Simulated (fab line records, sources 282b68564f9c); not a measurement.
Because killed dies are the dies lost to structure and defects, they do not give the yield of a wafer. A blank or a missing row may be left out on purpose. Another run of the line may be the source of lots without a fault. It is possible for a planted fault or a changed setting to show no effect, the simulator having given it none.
A lot that was struck, set against a sound lot ; flow rit_cmos ; 28 out of 202 route steps
Sound: wafers L670.1, L670.3, L670.6. The struck wafers were L673.3, L673.5, L673.6. Last of all comes the cause.
Order at every step that has rows: each side's tool, ch and its chambers, its first start. Under that, the readings that differ: sound wafers ; struck wafers ; difference of the means ; sigmas: that difference in standard deviations of wafers without a fault.
alike: words and numbers the same on both sides, and readings whose means are apart by under 2 such deviations; not compared: readings that were withheld, readings missing a value for some wafer, numbers with overlapping values and no deviation given by the record, and bounds like >300 which may hide the same value.
The two part at a step that has a row with sigmas, a row that says differs or no value, or rows on one side only. Non-overlapping numbers with no deviation appear without sigmas and do not part them. Lack of a reading on every wafer of one side parts them only where that side has two or more wafers.

RIT_ACTIVE_BOW_MEAS_00:
  sound on film_metro-04 at day 2 01:00; struck on film_metro-04 at day 2 16:02
  alike: INCOMING_BOW
RIT_ACTIVE_OXIDATION_01: target thk 46.8 nm, ox time 3360 s.
  sound on furnace-04 ch 0, day 2 02:02; struck on furnace-04 ch 0, day 2 16:07
reading;sound;struck;difference;sigmas
spike_tc_centre_C (C);1002.7 1003.9 1002.3;1029.4 1030.3 1027.2;+26.0;+13
spike_tc_load_C (C);1026.6 1027.4 1026.3;1051.8 1053.3 1050.7;+25.2;+10
spike_tc_source_C (C);1022.0 1021.3 1021.8;1048.2 1048.1 1048.6;+26.6;+18
tube_center_temp_C (C);1000 1000.2 1000;1025 1025 1025.2;+25;+99 or more
tube_center_temp_C_max;1001.9 1002.8 1001.9;1027.5 1027.5 1027.4;+25.3;+65
zone_power_load_pct (%);34.3 33.1 34.5;35.8 35.7 35.8;+1.8;+3
model.SiO2_of_ACTIVE_OXIDATION_01.thk_nm (nm);48.11 49 48.51;58.55 58.8 58.14;+9.96;
RIT_ACTIVE_THK_MEAS_02:
  sound on film_metro-04 at day 2 03:58; struck on film_metro-02 at day 2 18:04
reading;sound;struck;difference;sigmas
ACTIVE_OXIDE_THK (nm);48.1 49.0 48.5;58.5 58.8 58.2;+10.0;+11
then, 1 step without rows for these wafers: RIT_ACTIVE_CVD_03 (deposits Si3N4 from SiH2Cl2/NH3, target thk 150 nm, time 1500 s).
RIT_ACTIVE_THK_MEAS_04:
  sound on film_metro-04 at day 2 05:27; struck on film_metro-04 at day 2 19:33
  alike: ACTIVE_NITRIDE_THK
then, 6 steps without rows for these wafers: RIT_ACTIVE_HMDS_05 (prime time 60 s); RIT_ACTIVE_COAT_06 (resist thk 1000 nm); RIT_ACTIVE_SOFTBAKE_07 (time 60 s); RIT_ACTIVE_EXPOSE_08 (exposes mask M1, target cd 1400 nm); RIT_ACTIVE_PEB_09; RIT_ACTIVE_DEVELOP_10 (develop time 50 s).
RIT_ACTIVE_CD_MEAS_11: the cd target is 1400 nm.
  sound on cd_sem-02 at day 2 06:29; struck on cd_sem-02 at day 2 20:29
  alike: cd_nm
then, 1 step without rows for these wafers: RIT_ACTIVE_HARDBAKE_12 (time 60 s).
RIT_ACTIVE_ETCH_13: etches Si3N4 in SF6, stops on SiO2, time 210 s, target depth 210 nm.
  sound on rie_diel-02 ch 0,3, day 2 06:45; struck on rie_diel-04 ch 0,1, day 2 20:43
  alike: drypump_motor_current_A, oes_product_au, throttle_valve_pct
  not compared: rf_hours_counter_h
RIT_ACTIVE_STRIP_14: strips in O2, time 180 s.
  sound on plasma_asher-02 ch 0,1, day 2 06:53; struck on plasma_asher-03 ch 0,1, day 2 20:54
  alike: drypump_motor_current_A
  not compared: rf_hours_counter_h
RIT_ACTIVE_CD_MEAS_90: the cd target is 1400 nm.
  sound on cd_sem-01 at day 2 07:04; struck on cd_sem-01 at day 2 21:04
  alike: cd_nm
then, 4 steps without rows for these wafers: RIT_ACTIVE_CLEAN_15 (cleans in SC1, time 600 s); RIT_ACTIVE_CLEAN_16 (cleans in dHF, time 30 s); RIT_ACTIVE_CLEAN_17 (cleans in SC2, time 600 s); RIT_FOX1_OXIDATION_00 (target thk 350.7 nm, ox time 1130 s).
RIT_FOX1_THK_MEAS_01:
  sound on film_metro-04 at day 2 08:55; struck on film_metro-04 at day 2 23:01
  alike: FOX1_OXIDE_THK
then, 2 steps without rows for these wafers: RIT_FOX1_WET_ETCH_02 (etches SiO2 in BOE, target depth 350 nm, time 390 s); RIT_FOX2_OXIDATION_00 (target thk 350.7 nm, ox time 1130 s).
RIT_FOX2_THK_MEAS_01:
  sound on film_metro-01 at day 2 10:32; struck on film_metro-02 at day 3 00:30
  alike: FOX2_OXIDE_THK
then, 1 step without rows for these wafers: RIT_FOX2_CLEAN_02 (cleans in dHF, time 180 s).
RIT_FOX2_WET_ETCH_03: etches Si3N4 in H3PO4, target depth 195 nm, time 2700 s.
  sound on wet_bench-04 ch 1, day 2 10:38; struck on wet_bench-01 ch 3, day 3 00:36
reading;sound;struck;difference;sigmas
model.SiO2_of_ACTIVE_OXIDATION_01.thk_nm (nm);42.16 43.79 42.5;51.55 52.52 51.18;+8.93;
RIT_FOX2_THK_MEAS_90:
  sound on film_metro-02 at day 2 11:24; struck on film_metro-01 at day 3 01:23
  alike: FIELD_OXIDE_LEFT_1_THK
RIT_M1_PROBE_99:
  sound on prober-02 at day 4 00:38; struck on prober-01 at day 4 16:35
reading;sound;struck;difference;sigmas
killed_open;4 7 7;0 1 2;-5;-2
model.etest.pldd.width_nm (nm);3149 3140 3139;3070 3052 3052;-85;
model.etest.nldd.width_nm (nm);3142 3137 3141;3066 3055 3041;-86;
model.etest.nplus_sal.width_nm (nm);3436 3405 3419;3398 3388 3400;-25;
model.etest.nmos_0p3.r_on_ohm_um;2192 2110 2145;2205 2221 2280;+86;
model.etest.nmos_narrow.drive_ua_um;211.2 218.3 215.4;194.2 194.1 189.6;-22.3;
model.etest.pmos_narrow.drive_ua_um;98.23 101.2 99.49;90.93 88.47 86.98;-10.85;
  alike: killed_at_M0_to_M3, killed_at_contacts, killed_at_front_end, killed_dies, killed_short
  not compared: model.etest.pplus_sal.width_nm, model.etest.nmos_0p3.drive_ua_um

## WHERE THEY PART
First at RIT_ACTIVE_OXIDATION_01; last, within this record, at RIT_M1_PROBE_99.

WHY: what the simulator had put in
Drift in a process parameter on furnace-04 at RIT_ACTIVE_OXIDATION_01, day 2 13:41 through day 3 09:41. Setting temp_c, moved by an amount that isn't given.
